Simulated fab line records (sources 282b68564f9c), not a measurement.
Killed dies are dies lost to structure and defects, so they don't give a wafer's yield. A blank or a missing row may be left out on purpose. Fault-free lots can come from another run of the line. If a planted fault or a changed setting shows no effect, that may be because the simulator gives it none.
The tool behind it: which one? :: flow ritCmos :: 14 lots, 42 wafers sampled, at 5 steps of a route of 202

## WHAT EACH GAUGE READ, for each wafer
RIT_NWELL_OVL_MEAS_06. Usual: NWELL_OVL typically reads -0.1 nm, with standard deviation 1.4.
lot: L440
measured: day 1 20:12
on: overlay-01
NWELL_OVL (nm): -0.1 0.7 -1.2
flag: 

lot: L442
measured: day 2 06:49
on: overlay-01
NWELL_OVL (nm): 0.7 -1.0 2.4
flag: 

lot: L443
measured: day 2 13:16
on: overlay-01
NWELL_OVL (nm): 0.3 1.7 0.7
flag: 

lot: L444
measured: day 2 17:01
on: overlay-01
NWELL_OVL (nm): 1.5 -1.6 0.7
flag: 

lot: L445
measured: day 2 21:46
on: overlay-02
NWELL_OVL (nm): 2.5 2.6 3.8
flag: 

lot: L448
measured: day 3 12:44
on: overlay-02
NWELL_OVL (nm): -0.1 -1.1 1.2
flag: 

lot: L450
measured: day 3 22:08
on: overlay-02
NWELL_OVL (nm): 0.0 -2.1 -0.8
flag: 

lot: L453
measured: day 4 13:20
on: overlay-02
NWELL_OVL (nm): 0.5 2.9 2.4
flag: 

lot: L454
measured: day 4 19:26
on: overlay-01
NWELL_OVL (nm): -0.4 -1.1 -1.2
flag: 

lot: L456
measured: day 5 04:56
on: overlay-01
NWELL_OVL (nm): 0.1 -0.6 0.0
flag: 

lot: L457
measured: day 5 09:14
on: overlay-02
NWELL_OVL (nm): 0.0 0.0 1.2
flag: 

lot: L460
measured: day 6 00:42
on: overlay-01
NWELL_OVL (nm): -0.9 -0.9 -0.2
flag: 

lot: L462
measured: day 6 11:06
on: overlay-01
NWELL_OVL (nm): 1.8 -0.2 -0.5
flag: 

lot: L463
measured: day 6 15:19
on: overlay-02
NWELL_OVL (nm): 1.5 3.1 2.5
flag: 

RIT_NRETRO_OVL_MEAS_06. Usual: NRETRO_OVL typically reads -0.4 nm, with standard deviation 1.3.
lot: L440
measured: day 2 04:45
on: overlay-02
NRETRO_OVL (nm): 0.3 -0.8 -0.1
flag: 

lot: L442
measured: day 2 15:29
on: overlay-02
NRETRO_OVL (nm): 1.4 -0.4 1.9
flag: 

lot: L443
measured: day 2 21:49
on: overlay-01
NRETRO_OVL (nm): 2.1 0.5 1.0
flag: 

lot: L444
measured: day 3 01:29
on: overlay-01
NRETRO_OVL (nm): 1.6 -1.3 0.7
flag: 

lot: L445
measured: day 3 06:26
on: overlay-01
NRETRO_OVL (nm): -2.5 -1.6 -1.4
flag: 

lot: L448
measured: day 3 21:40
on: overlay-01
NRETRO_OVL (nm): -1.8 0.1 -0.9
flag: 

lot: L450
measured: day 4 07:42
on: overlay-02
NRETRO_OVL (nm): 0.6 3.3 -1.0
flag: 

lot: L453
measured: day 4 21:53
on: overlay-02
NRETRO_OVL (nm): -1.1 -1.3 -1.3
flag: 

lot: L454
measured: day 5 03:51
on: overlay-02
NRETRO_OVL (nm): 0.8 -0.4 0.3
flag: 

lot: L456
measured: day 5 13:36
on: overlay-02
NRETRO_OVL (nm): -0.4 1.1 -1.6
flag: 

lot: L457
measured: day 5 18:20
on: overlay-01
NRETRO_OVL (nm): -1.1 -1.7 0.1
flag: 

lot: L460
measured: day 6 09:38
on: overlay-02
NRETRO_OVL (nm): -1.4 -2.3 -0.6
flag: 

lot: L462
measured: day 6 19:44
on: overlay-02
NRETRO_OVL (nm): -0.8 0.5 1.0
flag: 

lot: L463
measured: day 6 23:53
on: overlay-01
NRETRO_OVL (nm): -3.4 -0.4 -2.0
flag: 

RIT_FOX2_THK_MEAS_91. Usual: FIELD_OXIDE_LEFT_2_THK typically reads 257 nm, with standard deviation 6.
lot: L440
measured: day 2 07:31
on: filmMetro-03
FIELD_OXIDE_LEFT_2_THK (nm): 250 249 256
flag: 

lot: L442
measured: day 2 18:09
on: filmMetro-03
FIELD_OXIDE_LEFT_2_THK (nm): 262 268 264
flag: 

lot: L443
measured: day 3 00:36
on: filmMetro-01
FIELD_OXIDE_LEFT_2_THK (nm): 252 254 251
flag: 

lot: L444
measured: day 3 04:29
on: filmMetro-04
FIELD_OXIDE_LEFT_2_THK (nm): 263 262 261
flag: 

lot: L445
measured: day 3 09:15
on: filmMetro-01
FIELD_OXIDE_LEFT_2_THK (nm): 247 248 250
flag: 

lot: L448
measured: day 4 00:21
on: filmMetro-03
FIELD_OXIDE_LEFT_2_THK (nm): 260 266 258
flag: 

lot: L450
measured: day 4 10:28
on: filmMetro-03
FIELD_OXIDE_LEFT_2_THK (nm): 261 264 259
flag: 

lot: L453
measured: day 5 00:37
on: filmMetro-04
FIELD_OXIDE_LEFT_2_THK (nm): 268 264 265
flag: 

lot: L454
measured: day 5 06:38
on: filmMetro-01
FIELD_OXIDE_LEFT_2_THK (nm): 260 258 258
flag: 

lot: L456
measured: day 5 16:32
on: filmMetro-03
FIELD_OXIDE_LEFT_2_THK (nm): 260 261 263
flag: 

lot: L457
measured: day 5 20:58
on: filmMetro-01
FIELD_OXIDE_LEFT_2_THK (nm): 271 267 262
flag: 

lot: L460
measured: day 6 12:26
on: filmMetro-03
FIELD_OXIDE_LEFT_2_THK (nm): 253 257 260
flag: 

lot: L462
measured: day 6 22:25
on: filmMetro-01
FIELD_OXIDE_LEFT_2_THK (nm): 256 265 265
flag: 

lot: L463
measured: day 7 02:34
on: filmMetro-03
FIELD_OXIDE_LEFT_2_THK (nm): 258 258 254
flag: 

RIT_GATE_THK_MEAS_07. Usual: GATE_OXIDE_THK typically reads 3.02 nm, with standard deviation 0.069.
lot: L440
measured: day 2 08:55
on: filmMetro-03
GATE_OXIDE_THK (nm): 3.10 3.11 3.12
flag: 

lot: L442
measured: day 2 19:56
on: filmMetro-03
GATE_OXIDE_THK (nm): 3.01 3.08 2.98
flag: 

lot: L443
measured: day 3 01:59
on: filmMetro-04
GATE_OXIDE_THK (nm): 2.99 2.96 3.01
flag: 

lot: L444
measured: day 3 06:38
on: filmMetro-03
GATE_OXIDE_THK (nm): 3.13 3.03 3.12
flag: 

lot: L445
measured: day 3 10:38
on: filmMetro-01
GATE_OXIDE_THK (nm): 3.07 3.05 3.12
flag: 

lot: L448
measured: day 4 02:35
on: filmMetro-01
GATE_OXIDE_THK (nm): 4.88 4.78 4.81
flag: OFF

lot: L450
measured: day 4 11:57
on: filmMetro-01
GATE_OXIDE_THK (nm): 4.83 4.88 4.82
flag: OFF

lot: L453
measured: day 5 03:18
on: filmMetro-03
GATE_OXIDE_THK (nm): 3.12 3.05 3.04
flag: 

lot: L454
measured: day 5 08:01
on: filmMetro-03
GATE_OXIDE_THK (nm): 3.02 3.00 3.01
flag: 

lot: L456
measured: day 5 17:55
on: filmMetro-01
GATE_OXIDE_THK (nm): 3.04 3.10 2.94
flag: 

lot: L457
measured: day 5 22:21
on: filmMetro-03
GATE_OXIDE_THK (nm): 3.08 3.12 3.08
flag: 

lot: L460
measured: day 6 13:50
on: filmMetro-03
GATE_OXIDE_THK (nm): 3.03 3.05 3.04
flag: 

lot: L462
measured: day 6 23:48
on: filmMetro-01
GATE_OXIDE_THK (nm): 2.88 2.93 3.01
flag: 

lot: L463
measured: day 7 04:13
on: filmMetro-04
GATE_OXIDE_THK (nm): 2.84 2.96 2.84
flag: 

## WHICH TOOL RAN EACH LOT (tool, then ch and the chambers of the sampled wafers, then the start)
lot: L440
RIT_GATE_OXIDATION_05: furnace-01 ch 0, day 2 07:34

lot: L442
RIT_GATE_OXIDATION_05: furnace-02 ch 0, day 2 18:13

lot: L443
RIT_GATE_OXIDATION_05: furnace-04 ch 0, day 3 00:38

lot: L444
RIT_GATE_OXIDATION_05: furnace-01 ch 0, day 3 05:19

lot: L445
RIT_GATE_OXIDATION_05: furnace-04 ch 0, day 3 09:18

lot: L448
RIT_GATE_OXIDATION_05: furnace-02 ch 0, day 4 01:14

lot: L450
RIT_GATE_OXIDATION_05: furnace-02 ch 0, day 4 10:37

lot: L453
RIT_GATE_OXIDATION_05: furnace-04 ch 0, day 5 00:58

lot: L454
RIT_GATE_OXIDATION_05: furnace-04 ch 0, day 5 06:40

lot: L456
RIT_GATE_OXIDATION_05: furnace-04 ch 0, day 5 16:34

lot: L457
RIT_GATE_OXIDATION_05: furnace-01 ch 0, day 5 21:01

lot: L460
RIT_GATE_OXIDATION_05: furnace-01 ch 0, day 6 12:29

lot: L462
RIT_GATE_OXIDATION_05: furnace-02 ch 0, day 6 22:29

lot: L463
RIT_GATE_OXIDATION_05: furnace-02 ch 0, day 7 02:53
- RIT_GATE_OXIDATION_05: target thk 3 nm, ox time 270 s.

## AS READ BY THE TOOLS THEMSELVES (means over the sampled wafers that have a number; for cases with no such wafer, the mark the record gives instead)
RIT_GATE_OXIDATION_05. Usual: 923.7 C for spikeTcSourceC, sd 1.6.
lot: L440
tool: furnace-01
spikeTcSourceC (C): 925.2
flag: 

lot: L442
tool: furnace-02
spikeTcSourceC (C): 921.5
flag: 

lot: L443
tool: furnace-04
spikeTcSourceC (C): 924.9
flag: 

lot: L444
tool: furnace-01
spikeTcSourceC (C): 925.4
flag: 

lot: L445
tool: furnace-04
spikeTcSourceC (C): 924.3
flag: 

lot: L448
tool: furnace-02
spikeTcSourceC (C): 922.5
flag: 

lot: L450
tool: furnace-02
spikeTcSourceC (C): 922.7
flag: 

lot: L453
tool: furnace-04
spikeTcSourceC (C): 924.2
flag: 

lot: L454
tool: furnace-04
spikeTcSourceC (C): 923.3
flag: 

lot: L456
tool: furnace-04
spikeTcSourceC (C): 924.4
flag: 

lot: L457
tool: furnace-01
spikeTcSourceC (C): 924.6
flag: 

lot: L460
tool: furnace-01
spikeTcSourceC (C): 924.7
flag: 

lot: L462
tool: furnace-02
spikeTcSourceC (C): 923.3
flag: 

lot: L463
tool: furnace-02
spikeTcSourceC (C): 921.9
flag: 

## THE ANSWER, worked out from the rows above alone
Rule: a lot is off if the mean of its wafers that have a number lies more than 3 standard deviations from the usual mean. A lot without any number at a reading at which 4 lots or more have one is off too. The other lots that the step has rows for count as sound. Order of review: gauges by route order, followed by the tools' own readings, for which a lot's mean as printed above is used. The first step at which some lot is off is used, and at that step the reading that is off furthest; a lot without a number counts as furthest.
Off: L448, L450, seen at RIT_GATE_THK_MEAS_07 (GATE_OXIDE_THK).
A tool fits if, at a process step before that reading, it ran every lot that is off, and no sound lot after the first of them. Those tools and the gauges at RIT_GATE_THK_MEAS_07 are tried in the same way. None of those tried fits.

## WHAT THE SIMULATOR PUT IN
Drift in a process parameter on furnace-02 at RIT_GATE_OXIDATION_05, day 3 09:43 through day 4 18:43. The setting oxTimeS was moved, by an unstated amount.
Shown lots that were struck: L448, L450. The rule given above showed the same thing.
